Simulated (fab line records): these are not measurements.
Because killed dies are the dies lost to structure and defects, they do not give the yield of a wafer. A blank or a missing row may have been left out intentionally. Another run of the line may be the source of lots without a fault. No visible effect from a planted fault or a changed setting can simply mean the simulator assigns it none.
Split-lot study / flow berkeley cmos170 / 23 wafers read from 5 lots, route of 331 steps

== SPLIT DETAILS ==
At UCB170_SACOX_OXIDATION_01 (target thk 14.4 nm, ox time 2400 s), the setting ox time s was moved away from the recipe's 2400 s on 20 of the 23 wafers read, by +4.2% to +14.1%. All remaining wafers had this setting at the recipe value.

The reading comes from the split's own step.

== THE READING ==
SiO2_of_SACOX_OXIDATION_01.thk nm (the simulator's own value, which no gauge read), in nm, at UCB170_SACOX_OXIDATION_01 (target thk 14.4 nm, ox time 2400 s). The file gives no usual value for it. The 3 wafers here that ran the recipe average 14.14 nm, standard deviation 0.1 nm.

wafer=L075.1; tool, chamber at the split=-, -; ox time s as run, s=2500; against the recipe=+4.2%; SiO2_of_SACOX_OXIDATION_01.thk nm, nm=14.84; against lot-mates on the recipe=no lot-mate on the recipe
wafer=L075.2; tool, chamber at the split=-, -; ox time s as run, s=2500; against the recipe=+4.2%; SiO2_of_SACOX_OXIDATION_01.thk nm, nm=14.57; against lot-mates on the recipe=no lot-mate on the recipe
wafer=L075.3; tool, chamber at the split=-, -; ox time s as run, s=2500; against the recipe=+4.2%; SiO2_of_SACOX_OXIDATION_01.thk nm, nm=14.41; against lot-mates on the recipe=no lot-mate on the recipe
wafer=L075.4; tool, chamber at the split=-, -; ox time s as run, s=2500; against the recipe=+4.2%; SiO2_of_SACOX_OXIDATION_01.thk nm, nm=14.67; against lot-mates on the recipe=no lot-mate on the recipe
wafer=L075.6; tool, chamber at the split=-, -; ox time s as run, s=2500; against the recipe=+4.2%; SiO2_of_SACOX_OXIDATION_01.thk nm, nm=14.47; against lot-mates on the recipe=no lot-mate on the recipe
wafer=L078.1; tool, chamber at the split=-, -; ox time s as run, s=2739; against the recipe=+14.1%; SiO2_of_SACOX_OXIDATION_01.thk nm, nm=15.73; against lot-mates on the recipe=no lot-mate on the recipe
wafer=L078.2; tool, chamber at the split=-, -; ox time s as run, s=2739; against the recipe=+14.1%; SiO2_of_SACOX_OXIDATION_01.thk nm, nm=15.74; against lot-mates on the recipe=no lot-mate on the recipe
wafer=L078.3; tool, chamber at the split=-, -; ox time s as run, s=2739; against the recipe=+14.1%; SiO2_of_SACOX_OXIDATION_01.thk nm, nm=15.83; against lot-mates on the recipe=no lot-mate on the recipe
wafer=L078.4; tool, chamber at the split=-, -; ox time s as run, s=2739; against the recipe=+14.1%; SiO2_of_SACOX_OXIDATION_01.thk nm, nm=16.14; against lot-mates on the recipe=no lot-mate on the recipe
wafer=L078.6; tool, chamber at the split=-, -; ox time s as run, s=2739; against the recipe=+14.1%; SiO2_of_SACOX_OXIDATION_01.thk nm, nm=15.85; against lot-mates on the recipe=no lot-mate on the recipe
wafer=L080.2; tool, chamber at the split=-, -; ox time s as run, s=2724; against the recipe=+13.5%; SiO2_of_SACOX_OXIDATION_01.thk nm, nm=15.2; against lot-mates on the recipe=no lot-mate on the recipe
wafer=L080.3; tool, chamber at the split=-, -; ox time s as run, s=2724; against the recipe=+13.5%; SiO2_of_SACOX_OXIDATION_01.thk nm, nm=15.45; against lot-mates on the recipe=no lot-mate on the recipe
wafer=L080.4; tool, chamber at the split=-, -; ox time s as run, s=2724; against the recipe=+13.5%; SiO2_of_SACOX_OXIDATION_01.thk nm, nm=15.38; against lot-mates on the recipe=no lot-mate on the recipe
wafer=L080.5; tool, chamber at the split=-, -; ox time s as run, s=2724; against the recipe=+13.5%; SiO2_of_SACOX_OXIDATION_01.thk nm, nm=15.34; against lot-mates on the recipe=no lot-mate on the recipe
wafer=L080.6; tool, chamber at the split=-, -; ox time s as run, s=2724; against the recipe=+13.5%; SiO2_of_SACOX_OXIDATION_01.thk nm, nm=15.32; against lot-mates on the recipe=no lot-mate on the recipe
wafer=L081.1; tool, chamber at the split=furnace-04, 0; ox time s as run, s=2400; against the recipe=recipe; SiO2_of_SACOX_OXIDATION_01.thk nm, nm=14.02; against lot-mates on the recipe=-
wafer=L081.2; tool, chamber at the split=furnace-04, 0; ox time s as run, s=2400; against the recipe=recipe; SiO2_of_SACOX_OXIDATION_01.thk nm, nm=14.14; against lot-mates on the recipe=-
wafer=L081.3; tool, chamber at the split=furnace-04, 0; ox time s as run, s=2400; against the recipe=recipe; SiO2_of_SACOX_OXIDATION_01.thk nm, nm=14.27; against lot-mates on the recipe=-
wafer=L082.1; tool, chamber at the split=-, -; ox time s as run, s=2570; against the recipe=+7.1%; SiO2_of_SACOX_OXIDATION_01.thk nm, nm=14.99; against lot-mates on the recipe=no lot-mate on the recipe
wafer=L082.2; tool, chamber at the split=-, -; ox time s as run, s=2570; against the recipe=+7.1%; SiO2_of_SACOX_OXIDATION_01.thk nm, nm=14.94; against lot-mates on the recipe=no lot-mate on the recipe
wafer=L082.3; tool, chamber at the split=-, -; ox time s as run, s=2570; against the recipe=+7.1%; SiO2_of_SACOX_OXIDATION_01.thk nm, nm=14.76; against lot-mates on the recipe=no lot-mate on the recipe
wafer=L082.4; tool, chamber at the split=-, -; ox time s as run, s=2570; against the recipe=+7.1%; SiO2_of_SACOX_OXIDATION_01.thk nm, nm=15.04; against lot-mates on the recipe=no lot-mate on the recipe
wafer=L082.6; tool, chamber at the split=-, -; ox time s as run, s=2570; against the recipe=+7.1%; SiO2_of_SACOX_OXIDATION_01.thk nm, nm=14.79; against lot-mates on the recipe=no lot-mate on the recipe

THE FIT
A straight line over all 23 wafers: SiO2_of_SACOX_OXIDATION_01.thk nm changes by +0.106 nm for each +1% of ox time s; r = +0.94; the points scatter about the line by 0.2 nm.
Too few moved wafers have a lot-mate on the recipe to fit a line with each lot's own level taken away.

== FILE'S OWN FIT ==
SiO2_of_SACOX_OXIDATION_01.thk nm changes by +0.106 nm for each +1% of ox time s, r = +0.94.
